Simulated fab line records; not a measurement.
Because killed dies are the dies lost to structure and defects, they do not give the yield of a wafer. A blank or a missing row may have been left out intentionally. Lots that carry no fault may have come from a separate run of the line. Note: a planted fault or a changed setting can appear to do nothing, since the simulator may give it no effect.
A single fault, viewed from 2 desks -- flow rit-cmos -- numbers are kept per desk, each desk with only its own; the story behind them comes last

## AT THE METROLOGY DESK
Lot by lot, what the gauges showed, no matter which tool ran the lot: averages of those sampled wafers that carry a number. The brackets show how far a lot's mean lies from the usual mean; more than 4 standard deviations puts the lot out of limits, marked OUT.
Columns: A = SILICIDE_TI_RS at RIT_SILICIDE_RS_MEAS_02, usual 47.7 ohm/sq; B = SILICIDE_TI_THK at RIT_SILICIDE_THK_MEAS_03, usual 29.9 nm; C = CONTACT_TEOS_THK at RIT_CONTACT_THK_MEAS_01, usual 396 nm
lot,first seen here,A,B,C
L633,day 4 18:48,48.5,29.4,393
L634,day 5 01:01,47.2,30.2,390
L639,day 6 01:38,47.5,30.1,395
L640,day 6 06:11,47.7,29.9,401
L645,day 7 07:14,48.9,29.5,395
L647,day 7 17:59,48.6,29.6,392
Result from this desk: across the 6 lots, nothing is out of limits.

## THE TOOL OWNER'S DESK: iline-stepper-02
The tool's own readings at RIT_CONTACT_EXPOSE_05 (exposes mask M11, target cd 1000 nm): means of the sampled wafers that have a number, for each lot that ran on this tool. The brackets show how far a lot's mean lies from the usual mean; more than 4 standard deviations puts the lot out of limits, marked OUT.
Columns: A = stage-vel-mm-s at RIT_CONTACT_EXPOSE_05, usual 500.00 mm/s
lot,first seen here,A
L633,day 4 19:59,499.91
L634,day 5 01:57,500.18
L639,day 6 02:33,499.86
L645,day 7 08:16,500.06
Result from this desk: across the 4 lots, nothing is out of limits.

## TAKEN TOGETHER
At the metrology desk, nothing out of limits was observed.
Nothing out of limits was seen by the tool owner's desk.

## WHAT THE SIMULATOR HAD INSERTED
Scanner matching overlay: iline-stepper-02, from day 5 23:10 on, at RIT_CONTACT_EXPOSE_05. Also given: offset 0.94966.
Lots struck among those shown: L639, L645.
